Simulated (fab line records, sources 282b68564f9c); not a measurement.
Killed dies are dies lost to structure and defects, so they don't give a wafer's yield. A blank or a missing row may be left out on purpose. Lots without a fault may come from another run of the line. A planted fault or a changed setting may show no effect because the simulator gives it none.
Problem report in the 8D (eight disciplines) form, filled by code | flow rit_cmos | the parts of the form that need people (team, actions taken, sign-off) are left out

1. THE PROBLEM
prime_temp_c at RIT_PSD_HMDS_00 reads a mean of 133.06 C on 6 wafers of 2 lots; wafers without a fault read 139.97 C with a standard deviation of 0.14. That is -49 standard deviations from the usual mean.
The step: prime time 60 s.
First seen on wafer L748.1, day 6 09:05, on litho_track-02. The record holds 42 wafers of 14 lots with a number at this step. Rule for "out", or "out of limits": more than 4 standard deviations from the usual mean. The other wafers with a number count as sound.

2. WHAT IT IS AND WHAT IT IS NOT
question                    | is                     | is not
which readings at this step | prime_temp_c           | exhaust_pa
which lots                  | L748, L749             | L733, L734, L735, L738, L739, L742, L746, L747, L751, L752, L753, L755
which wafers of those lots  | all that have a number | -
read on which tools         | litho_track-02         | litho_track-01, litho_track-03
when                        | from day 6 09:05       | up to then (24 sound wafers); but 12 sound wafers of L751, L752, L753, L755 came after

3. SUSPECTS, AND WHAT RULES EACH OUT
Counting: a tool at a process step up to the reading stays a suspect if it ran every lot that is out and no sound lot after the first of them.
- litho_track-02 at RIT_PSD_HMDS_00 (prime time 60 s): kept. It ran every lot that is out, first L748 (day 6 09:05), and no sound lot after that; its last sound lot up to then is L747 (day 6 04:07). Its own readings are out on those wafers: prime_temp_c.
Left after counting: litho_track-02 at RIT_PSD_HMDS_00.

4. THE CAUSE (what the simulator had put in)
Process parameter drift: litho_track-02, from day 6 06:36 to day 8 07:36, at RIT_PSD_HMDS_00. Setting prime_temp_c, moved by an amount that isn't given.
Counting left only this tool.

5. THE CHAIN OF EFFECTS, in route order
Each row: a reading whose mean over the struck wafers that have a number lies more than 3 standard deviations from the usual. Only readings for which the record gives a usual standard deviation are gone through. hours: the time from each lot's start at the first step in this table that gives one to its start at this step, as a median over the lots. sigmas: the change in usual standard deviations.
hours | step            | reading      | usual    | on struck wafers | change | sigmas
0     | RIT_PSD_HMDS_00 | prime_temp_c | 139.97 C | 133.06           | -6.91  | -49
The process steps in it:
- RIT_PSD_HMDS_00: prime time 60 s.

6. WHAT WOULD HAVE CAUGHT IT SOONER
In this record the first reading out of limits was taken at day 6 09:05, 2 hours after the fault began at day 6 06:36.
